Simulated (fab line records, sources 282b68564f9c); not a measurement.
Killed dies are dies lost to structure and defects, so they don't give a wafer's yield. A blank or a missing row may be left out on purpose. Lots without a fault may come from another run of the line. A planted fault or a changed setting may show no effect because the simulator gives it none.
One fault seen from 2 desks | flow rit_cmos | each desk has only its own numbers; what lay behind them comes last

THE TOOL OWNER'S DESK: rie_metal-04
The tool's own readings at RIT_M1_METAL_ETCH_12 (etches Al in Cl2/BCl3, stops on SiO2, time 165 s, target depth 600 nm): means of the sampled wafers that have a number, for each lot that ran on this tool. A lot is out of limits, marked OUT, if its mean lies more than 4 standard deviations from the usual mean; the brackets give that distance.
Columns: A = drypump_motor_current_A at RIT_M1_METAL_ETCH_12, usual 5.6 A; B = mfc_cl2_sccm at RIT_M1_METAL_ETCH_12, usual 60.02 sccm; C = oes_product_au at RIT_M1_METAL_ETCH_12, usual 0.781 a.u.; D = rf_fwd_power_W at RIT_M1_METAL_ETCH_12, usual 249.1 W; E = throttle_valve_pct at RIT_M1_METAL_ETCH_12, usual 8.28 %
lot  | first seen here | A   | B     | C     | D               | E
L476 | day 4 01:22     | 5.4 | 59.97 | 0.789 | 249.0           | 8.24
L484 | day 6 04:46     | 5.4 | 60.04 | 0.781 | 268.7 (+29) OUT | 8.25
L487 | day 6 14:30     | 5.2 | 59.90 | 0.787 | 259.6 (+15) OUT | 8.19
This desk's finding: out of limits on L484, L487; first on L484, day 6 04:46 (rf_fwd_power_W at RIT_M1_METAL_ETCH_12). In limits: L476.

THE METROLOGY DESK
What the gauges read, lot by lot, whatever tool the lot ran on: means of the sampled wafers that have a number. A lot is out of limits, marked OUT, if its mean lies more than 4 standard deviations from the usual mean; the brackets give that distance.
Columns: A = M1_AL_RS at RIT_M1_RS_MEAS_01, usual 0.0731 ohm/sq; B = M1_AL_THK at RIT_M1_THK_MEAS_02, usual 398 nm; C = cd_nm at RIT_M1_CD_MEAS_09, usual 2600.2 nm; D = M1_OVL at RIT_M1_OVL_MEAS_10, usual -1.6 nm
lot  | first seen here | A      | B   | C      | D
L476 | day 3 23:53     | 0.0730 | 396 | 2600.1 | -1.2
L484 | day 6 02:33     | 0.0733 | 397 | 2601.4 | -1.5
L487 | day 6 12:50     | 0.0734 | 398 | 2601.1 | -2.1
L492 | day 7 06:53     | 0.0709 | 414 | 2597.9 | -1.7
L493 | day 7 07:25     | 0.0731 | 399 | 2594.5 | -0.7
L496 | day 7 19:38     | 0.0737 | 392 | 2600.9 | -1.7
This desk's finding: nothing out of limits on any of the 6 lots.

PUT TOGETHER
The tool owner's desk could have raised an alarm at day 6 04:46, on L484, L487.
The metrology desk saw nothing out of limits.
The metrology desk has L484, L487 on record, within its limits.
Of the lots named, all ran RIT_M1_METAL_ETCH_12 on rie_metal-04.

WHAT THE SIMULATOR HAD PUT IN
Process parameter drift: rie_metal-04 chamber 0, from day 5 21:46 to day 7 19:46, at RIT_M1_METAL_ETCH_12. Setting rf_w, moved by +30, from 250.
Lots struck among those shown: L484, L487.
Hours from the fault's start to each desk's first reading out of limits: the tool owner's desk, 7.
